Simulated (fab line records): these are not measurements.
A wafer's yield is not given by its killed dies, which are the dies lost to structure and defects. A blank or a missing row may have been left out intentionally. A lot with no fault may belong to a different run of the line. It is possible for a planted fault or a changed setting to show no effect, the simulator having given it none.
Which of the tools did it? ; flow berkeleyCmos170 ; 21 wafers from 7 lots sampled at 2 of the route's 331 steps

== WHAT THE GAUGES READ, wafer by wafer ==
UCB170_NLDD_CD_MEAS_06 targets a cd of 1200 nm.
lot;measured;on;cdNm (nm)
L981;day 6 06:12;cdSem-01;1198.8 1199.0 1198.8
L983;day 6 15:04;cdSem-01;1199.0 1200.3 1200.5
L986;day 7 11:26;cdSem-02;1198.6 1199.7 1198.7
L988;day 8 10:52;cdSem-02;1201.1 1201.1 1200.3
L992;day 9 00:56;cdSem-01;1199.7 1196.6 1198.3
L998;day 10 13:16;cdSem-01;1197.7 1198.6 1197.4
L103;day 11 11:49;cdSem-01;1237.4 1237.3 1237.2

== WHAT TOOL EACH LOT RAN ON (gives the tool, then ch and the chambers of the sampled wafers, and finally the start) ==
lot;UCB170_NLDD_PEB_04
L981;lithoTrack-04 ch 0, day 6 05:52
L983;lithoTrack-02 ch 0, day 6 14:48
L986;lithoTrack-04 ch 0, day 7 11:10
L988;lithoTrack-04 ch 0, day 8 10:26
L992;lithoTrack-04 ch 0, day 9 00:40
L998;lithoTrack-03 ch 0, day 10 12:59
L103;lithoTrack-04 ch 0, day 11 11:32
- UCB170_NLDD_PEB_04

== THE ANSWER, worked out from the rows above alone ==
Rule: the usual values come from the lots themselves. The widest of any qualifying gaps counts: lots, ordered by their means at a reading, are off when they make up no more than a third of the lots, leave a main group of 4 or more, and stand apart from it by 3 or more times the standard deviation of that group's means. Not used: any main group whose means are identical at the precision the tables above print for the reading. Also off: a lot with no number at a reading for which 4 or more lots have one. Any other lot the step has rows for is counted as sound.
Off, at UCB170_NLDD_CD_MEAS_06 on cdNm: L103. Main group: mean 1199.1 nm, sd 1.
A tool fits if, at a process step before that reading, it ran every lot that is off, and no sound lot after the first of them. Those tools and the gauges at UCB170_NLDD_CD_MEAS_06 are tried in the same way. Can't be told from this: 2 tools fit, lithoTrack-04 at UCB170_NLDD_PEB_04, cdSem-01 at UCB170_NLDD_CD_MEAS_06.

== WHAT HAD BEEN PUT IN BY THE SIMULATOR ==
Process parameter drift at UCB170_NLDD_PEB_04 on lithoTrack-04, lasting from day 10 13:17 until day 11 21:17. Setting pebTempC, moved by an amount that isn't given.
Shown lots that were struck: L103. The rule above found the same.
